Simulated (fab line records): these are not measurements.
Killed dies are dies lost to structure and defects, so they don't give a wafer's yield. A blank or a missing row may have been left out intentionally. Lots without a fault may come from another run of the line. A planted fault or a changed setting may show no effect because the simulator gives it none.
fab line records    flow berkeley-cmos170
[record] lots = 6  wafers = 18  last-day = 11
route steps=331 shown NWELL@15
lots that met no fault: taken from a fault-free run of the same line
start-h: hours from the record's first day to the start of the lot's first wafer shown    wait-h: hours elapsed since this lot's preceding step    " same as the row above    L1.1+2: one row covering several wafers at once    - no value present, or no start provided    * or withheld: withheld    < > ~ a bound
route shown NAME@n: names a module that has steps shown in the file, with the first one's number in the route    usual: mean/standard deviation taken from wafers without a fault    same: alike in all rows    chamber/n: place in a boat    sites: each site's reading    _std_site: standard deviation of those values    _edge_site: mean of outer sites minus mean of inner sites    radius-mm: how far each site lies from the wafer's centre    mask NAME#n: copy n    behind: the tool/chamber that last shaped the wafer    hold: cause of the lot's hold/its duration in hours/its outcome    device: the transistor (n, p or np) that didn't switch    end of line: the route-end tests of the same wafers    for a step that has no rows: nothing shown but its recipe    killed: count of dies lost to structure and defects at first sort (not the wafer's yield)    map: shows each die of a wafer: x if killed, . if not, _ if none is there
set.NAME: the run value of the setting; set.NAME@STEP: its run value at that earlier step    model.NAME: the simulator's own value behind a step, which no gauge read
a table for each step, a row for each wafer; lots at some steps of the route
services: from which hour (start-h, from the record's first day; less than 0 if before it) a tool's chamber was out of use, for how many hours, and why
[[steps]]
[step UCB170_NWELL_OXIDATION_01]
[recipe] temp-c = 1000  ambient = O2  target-thk-a = 264  ox-time-s = 1260
[step UCB170_NWELL_THK_MEAS_02]
[recipe] reads = SiO2_of_NWELL_OXIDATION_01
[usual] NWELL_OXIDE_THK = 26.4/0.48
lot.wafer  tool           chamber  start-h  wait-h  NWELL_OXIDE_THK[nm]
L784.1     film-metro-01  -        23.06    0.0     26.1
L784.2     "              -        "        "       26.2
L784.4     "              -        "        "       25.9
L786.1     film-metro-02  -        33.74    0.0     25.5
L786.4     "              -        "        "       25.3
L786.6     "              -        "        "       25.7
L787.2     film-metro-03  -        36.97    0.0     26.7
L787.3     "              -        "        "       27.0
L787.5     "              -        "        "       26.6
L788.2     film-metro-03  -        41.15    0.0     26.6
L788.4     "              -        "        "       26.3
L788.5     "              -        "        "       26.1
L797.1     film-metro-03  -        91.39    0.0     26.3
L797.2     "              -        "        "       26.7
L797.6     "              -        "        "       26.2
L799.2     film-metro-01  -        98.62    0.0     26.5
L799.3     "              -        "        "       26.2
L799.6     "              -        "        "       26.2
[step UCB170_NWELL_ANNEAL_03]
[recipe] temp-c = 1000  time-s = 900  ambient = N2
[step UCB170_NWELL_CVD_04]
[recipe] material = Si3N4  target-thk-nm = 224  temp-c = 800  precursor = SiH2Cl2/NH3  time-s = 3360  pressure-mtorr = 200  sih2cl2-flow-sccm = 25  nh3-flow-sccm = 75
[step UCB170_NWELL_THK_MEAS_05]
[recipe] reads = Si3N4_of_NWELL_CVD_04
[usual] NWELL_NITRIDE_THK = 224.1/1.9
lot.wafer  tool           chamber  start-h  wait-h  NWELL_NITRIDE_THK[nm]
L784.1     film-metro-02  -        27.65    0.0     227.5
L784.2     "              -        "        "       225.8
L784.4     "              -        "        "       227.0
L786.1     film-metro-03  -        38.36    0.0     222.3
L786.4     "              -        "        "       225.1
L786.6     "              -        "        "       223.9
L787.2     film-metro-01  -        40.41    0.0     227.1
L787.3     "              -        "        "       228.8
L787.5     "              -        "        "       226.1
L788.2     film-metro-01  -        47.33    0.0     221.7
L788.4     "              -        "        "       222.2
L788.5     "              -        "        "       223.0
L797.1     film-metro-01  -        95.92    0.0     225.6
L797.2     "              -        "        "       224.9
L797.6     "              -        "        "       225.4
L799.2     film-metro-02  -        105.84   0.0     224.1
L799.3     "              -        "        "       224.5
L799.6     "              -        "        "       225.5
[step UCB170_NWELL_HMDS_06]
[recipe] prime-time-s = 60  prime-temp-c = 100
[step UCB170_NWELL_COAT_07]
[recipe] resist = KrF  spin-rpm = 1500  resist-thk-nm = 900
[step UCB170_NWELL_SOFTBAKE_08]
[recipe] resist = KrF  temp-c = 130  time-s = 60
[step UCB170_NWELL_EXPOSE_09]
[recipe] mask-id = NWELL  target-cd-nm = 3000  na = 0.5  sigma-outer = 0.6  source-shape = conventional  dose-mj = 25
[step UCB170_NWELL_PEB_10]
[recipe] peb-temp-c = 130  peb-time-s = withheld  resist = KrF
[step UCB170_NWELL_DEVELOP_11]
[recipe] developer = TMAH  develop-time-s = 45  resist = KrF  dev-temp-c = 21
[step UCB170_NWELL_OVL_MEAS_12]
[usual] NWELL_OVL = 1/4.8
lot.wafer  tool        chamber  start-h  wait-h  NWELL_OVL[nm]
L784.1     overlay-02  -        30.46    -       7
L784.2     "           -        "        "       -1
L784.4     "           -        "        "       -1
L786.1     overlay-01  -        39.39    -       1
L786.4     "           -        "        "       3
L786.6     "           -        "        "       -2
L787.2     overlay-01  -        42.25    -       1
L787.3     "           -        "        "       -4
L787.5     "           -        "        "       -6
L788.2     overlay-01  -        48.86    -       -5
L788.4     "           -        "        "       -3
L788.5     "           -        "        "       -3
L797.1     overlay-01  -        97.15    -       3
L797.2     "           -        "        "       -1
L797.6     "           -        "        "       6
L799.2     overlay-02  -        106.73   -       3
L799.3     "           -        "        "       3
L799.6     "           -        "        "       1
[step UCB170_NWELL_ETCH_13]
[recipe] chemistry = CH3F/Ar/O2  target = Si3N4  stop-on = SiO2  CH3F_flow_sccm = 20  Ar_flow_sccm = 50  O2_flow_sccm = 7  pressure-mtorr = 50  rf-w = 450  target-depth-a = 2464  over-etch-frac = 0.1  time-s = 154
[usual] CH3F_flow_sccm = 20.00/0.064  O2_flow_sccm = 6.999/0.02  drypump-motor-current-A = 5.9/0.47  oes-product-au = 0.943/0.014  throttle-valve-pct = 8.02/0.15  time-s = 154/0
lot.wafer  tool         chamber  start-h  wait-h  CH3F_flow_sccm  O2_flow_sccm  drypump-motor-current-A  oes-product-au  rf-hours-counter-h  throttle-valve-pct  time-s  model.KrF_of_NWELL_COAT_07.thk-nm
L784.1     rie-diel-04  1        30.49    0.0     19.99           7.039         6.4                      0.953           64                  7.86                154     720.2
L784.2     "            3        "        "       19.96           7.021         5.5                      0.934           48                  8.15                154     726.9
L784.4     "            2        "        "       19.96           7.040         6.2                      0.963           100                 7.90                154     723.6
L786.1     rie-diel-01  1        39.42    0.0     19.85           6.990         5.1                      0.964           13                  8.20                154     723.1
L786.4     "            0        "        "       19.99           6.977         6.4                      0.951           -                   8.24                154     724.4
L786.6     "            1        "        "       19.97           6.981         5.1                      0.960           -                   8.20                154     727.5
L787.2     rie-diel-01  1        42.28    0.0     -               -             -                        -               -                   -                   -       887.4
L787.3     "            2        "        "       -               -             -                        -               -                   -                   -       887
L787.5     "            0        "        "       -               -             -                        -               -                   -                   -       890.6
L788.2     rie-diel-01  0        48.89    0.0     -               -             -                        -               -                   -                   -       883.6
L788.4     "            2        "        "       -               -             -                        -               -                   -                   -       883.2
L788.5     "            3        "        "       -               -             -                        -               -                   -                   -       884.6
L797.1     rie-diel-01  3        97.18    0.0     19.96           7.010         5.2                      0.931           91                  7.80                154     721.6
L797.2     "            2        "        "       19.99           7.008         5.7                      0.966           4                   8.14                154     717.2
L797.6     "            0        "        "       20.01           7.017         6.4                      0.953           -                   8.25                154     727.9
L799.2     rie-diel-01  3        106.76   0.0     20.03           6.986         5.2                      0.939           91                  7.79                154     720.2
L799.3     "            0        "        "       19.96           7.012         6.4                      0.942           115                 8.24                154     723.2
L799.6     "            0        "        "       20.00           7.019         6.4                      0.948           -                   8.25                154     724.4
[step UCB170_NWELL_IMPLANT_14]
[recipe] species = P  dose-cm2 = 1e+13  energy-kev = 150  tilt-deg = 7
[step UCB170_NWELL_STRIP_15]
[recipe] chemistry = O2  power-w = 400  pressure-mtorr = 3500  platen-temp-c = withheld  o2-flow-sccm = 400  overash-fraction = 0.5
[usual] drypump-motor-current-A = 5.6/0.66  oes-product-au = 0.721/0.0052  strip-time-to-endpoint-s = 18.07/0.11
[same] overash-fraction = 0.5
lot.wafer  tool             chamber  start-h  wait-h  drypump-motor-current-A  oes-product-au  rf-hours-counter-h  strip-time-to-endpoint-s
L784.1     plasma-asher-02  1        30.75    0.1     6.5                      0.719           32                  17.98
L784.2     "                0        "        "       5.2                      0.710           32                  18.15
L784.4     "                0        "        "       5.2                      0.714           -                   18.08
L786.1     plasma-asher-02  1        39.67    0.1     6.5                      0.730           33                  18.06
L786.4     "                0        "        "       5.3                      0.708           -                   18.09
L786.6     "                0        "        "       5.3                      0.719           -                   18.16
L787.2     plasma-asher-02  0        42.53    0.1     5.3                      0.734           33                  21.66
L787.3     "                0        "        "       5.3                      0.737           -                   21.66
L787.5     "                1        "        "       6.5                      0.725           -                   21.74
L788.2     plasma-asher-04  0        49.14    0.1     5.0                      0.734           33                  21.58
L788.4     "                0        "        "       5.0                      0.737           -                   21.57
L788.5     "                1        "        "       6.3                      0.738           -                   21.59
L797.1     plasma-asher-04  1        97.44    0.1     6.3                      0.723           39                  18.01
L797.2     "                0        "        "       5.0                      0.730           39                  17.91
L797.6     "                0        "        "       5.0                      0.714           -                   18.17
L799.2     plasma-asher-02  1        107.02   0.1     6.5                      0.718           41                  17.98
L799.3     "                0        "        "       5.3                      0.722           -                   18.05
L799.6     "                1        "        "       6.4                      0.727           -                   18.07
[step UCB170_NWELL_TW_MEAS_16]
[usual] NWELL_TW = 1244/8.9
lot.wafer  tool           chamber  start-h  wait-h  NWELL_TW
L784.1     film-metro-01  -        30.85    0.1     1243
L784.2     "              -        "        "       1243
L784.4     "              -        "        "       1241
L786.1     film-metro-01  -        39.77    0.1     1242
L786.4     "              -        "        "       1244
L786.6     "              -        "        "       1239
L787.2     film-metro-01  -        42.64    0.1     1238
L787.3     "              -        "        "       1250
L787.5     "              -        "        "       1245
L788.2     film-metro-03  -        49.25    0.1     1258
L788.4     "              -        "        "       1258
L788.5     "              -        "        "       1251
L797.1     film-metro-01  -        97.54    0.1     1232
L797.2     "              -        "        "       1221
L797.6     "              -        "        "       1227
L799.2     film-metro-02  -        107.13   0.1     1240
L799.3     "              -        "        "       1243
L799.6     "              -        "        "       1250
[[services]]
tool             chamber  start-h  hours  kind
plasma-asher-04  -        11.34    4.8    repair
rie-diel-01      3        36.12    6.3    repair
rie-diel-01      1        44.71    10.5   repair
rie-diel-04      2        67.00    2.4    repair
plasma-asher-02  -        68.30    4.3    repair
rie-diel-04      -        72.50    2.8    pm
rie-diel-01      1        85.75    4.3    repair
rie-diel-01      -        87.42    1.4    repair
rie-diel-01      1        101.96   1.8    repair
[[key]]
[first-sign] step = UCB170_NWELL_ETCH_13  reading = tool-record  direction = missing
[effect] step = UCB170_NWELL_STRIP_15  reading = strip-time-to-endpoint-s  direction = up  sigmas = 34  usual = *  struck = *
[model-effect] step = UCB170_NWELL_ETCH_13  value = KrF_of_NWELL_COAT_07.thk-nm  without = 722.4  struck = 886.1
met-at UCB170_NWELL_ETCH_13
struck-wafers L787.2,L787.3,L787.5,L788.2,L788.4,L788.5
later-rows-left-out L787.2,L787.3,L787.5,L788.2,L788.4,L788.5
sort-left-out L787.2,L787.3,L787.5,L788.2,L788.4,L788.5
tester-left-out L787,L788
onset-between 39.42 42.28
[fault] kind = skipped-step-whole  tool = rie-diel-01  chamber = -  onset-h = 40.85  steps = UCB170_NWELL_ETCH_13  scope = struck-lots-only
// tester-left-out: of these lots the tester's yield and bins aren't shown, on N5 and GAA mostly nor the transistor test; their killed dies are dies lost to structure and defects alone, not to doping, threshold or leakage, so they don't give the yield
// sort-left-out: the simulated sort isn't trusted on such a fault, so these wafers' sort isn't shown, and their yield isn't known
// later-rows-left-out: the simulator's readings of these wafers behind a module that went badly wrong aren't trusted and aren't shown, but for the sort
